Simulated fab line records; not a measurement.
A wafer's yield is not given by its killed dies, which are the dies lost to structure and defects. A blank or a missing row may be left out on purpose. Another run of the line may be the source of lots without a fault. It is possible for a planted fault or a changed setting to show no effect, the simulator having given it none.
Check of tool commonality + flow rit_cmos + Sampled: 13 lots, 39 wafers

WHY THIS WAS OPENED
RIT_WELLDRIVE_RS_MEAS_01, reading NWELL_RS: flagged on 1 of 13 lots. No-fault wafers: 275.6 ohm/sq, standard deviation 0.79.
Rule: a lot is flagged in two cases, either no wafer of it has a number, or all its wafers with numbers fall more than 4 standard deviations from that mean. The rest of the lots are taken to be sound.

| lot  | measured    | on            | NWELL_RS (ohm/sq), wafer by wafer | flag    |
|------|-------------|---------------|-----------------------------------|---------|
| L114 | day 2 05:08 | film_metro-04 | 275.4 274.6 275.4                 |         |
| L115 | day 2 09:34 | film_metro-03 | 274.3 274.5 274.5                 |         |
| L116 | day 2 13:39 | film_metro-04 | 276.4 275.9 275.2                 |         |
| L117 | day 2 18:52 | film_metro-04 | 275.4 275.5 274.7                 |         |
| L118 | day 3 00:14 | film_metro-03 | 276.4 276.6 276.3                 |         |
| L120 | day 3 10:46 | film_metro-04 | 275.7 274.2 275.9                 |         |
| L122 | day 3 19:35 | film_metro-03 | 274.3 274.2 274.7                 |         |
| L123 | day 4 01:15 | film_metro-04 | 275.3 275.0 275.0                 |         |
| L125 | day 4 12:35 | film_metro-01 | 275.4 275.6 275.5                 |         |
| L127 | day 5 01:20 | film_metro-04 | 300.5 301.3 300.2                 | FLAGGED |
| L128 | day 5 03:47 | film_metro-01 | 276.8 276.2 276.8                 |         |
| L131 | day 5 18:40 | film_metro-04 | 275.2 275.6 276.9                 |         |
| L136 | day 6 18:20 | film_metro-01 | 276.5 276.9 276.9                 |         |
The mean of the flagged lots' numbers is 300.7 ohm/sq, +25.1 ohm/sq from the usual (+32 standard deviations).

TOOL THAT RAN EACH LOT
The record keeps 1 process step preceding the reading, out of 202 steps on the route. In each cell: the tool, then ch and the chambers that the sampled wafers went through, then the start.
| lot  | flag    | RIT_WELLDRIVE_ANNEAL_00      |
|------|---------|------------------------------|
| L114 |         | furnace-04 ch 0, day 2 00:01 |
| L115 |         | furnace-01 ch 0, day 2 04:29 |
| L116 |         | furnace-02 ch 0, day 2 08:32 |
| L117 |         | furnace-04 ch 0, day 2 13:47 |
| L118 |         | furnace-04 ch 0, day 2 19:07 |
| L120 |         | furnace-01 ch 0, day 3 05:40 |
| L122 |         | furnace-02 ch 0, day 3 14:30 |
| L123 |         | furnace-02 ch 0, day 3 20:10 |
| L125 |         | furnace-01 ch 0, day 4 07:29 |
| L127 | FLAGGED | furnace-01 ch 0, day 4 20:14 |
| L128 |         | furnace-02 ch 0, day 4 22:40 |
| L131 |         | furnace-02 ch 0, day 5 13:32 |
| L136 |         | furnace-04 ch 0, day 6 13:14 |
What is done by these steps:
- RIT_WELLDRIVE_ANNEAL_00: time 14700 s.
- RIT_WELLDRIVE_RS_MEAS_01: measures by four-point-probe.

FLAGGED OVER TOTAL, TOOL BY TOOL (the gauges that took the reading come last)
| step                     | tool          | lots run | flagged | share of the flagged lots | sound lots run after its first flagged lot |
|--------------------------|---------------|----------|---------|---------------------------|--------------------------------------------|
| RIT_WELLDRIVE_ANNEAL_00  | furnace-01    | 4        | 1       | all                       | 0                                          |
| RIT_WELLDRIVE_ANNEAL_00  | furnace-02    | 5        | 0       | none                      | -                                          |
| RIT_WELLDRIVE_ANNEAL_00  | furnace-04    | 4        | 0       | none                      | -                                          |
| RIT_WELLDRIVE_RS_MEAS_01 | film_metro-01 | 3        | 0       | none                      | -                                          |
| RIT_WELLDRIVE_RS_MEAS_01 | film_metro-03 | 3        | 0       | none                      | -                                          |
| RIT_WELLDRIVE_RS_MEAS_01 | film_metro-04 | 7        | 1       | all                       | 1 (L131)                                   |

WHAT THE TABLE PERMITS
Every flagged lot went through 2 rows of the table: furnace-01 at RIT_WELLDRIVE_ANNEAL_00 and film_metro-04 at RIT_WELLDRIVE_RS_MEAS_01.
- furnace-01 at RIT_WELLDRIVE_ANNEAL_00: 1 of its 4 lots flagged. It ran its last sound lot, L125, at day 4 07:29 and its first flagged lot, L127, at day 4 20:14: a fault with its onset between the two fits. Its own readings lie more than 4 standard deviations out on every wafer of the flagged lots: run_length_s.
- film_metro-04 at RIT_WELLDRIVE_RS_MEAS_01: 1 of its 7 lots flagged. Sound lots ran on it after the first flagged one (L131), which a lasting fault on the whole tool wouldn't allow.
Left over: one tool, furnace-01 at RIT_WELLDRIVE_ANNEAL_00.

WHAT THE SIMULATOR PUT IN
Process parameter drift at RIT_WELLDRIVE_ANNEAL_00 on furnace-01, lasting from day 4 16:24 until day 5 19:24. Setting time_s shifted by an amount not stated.
Struck lots among those shown: L127. The rule above found the same.
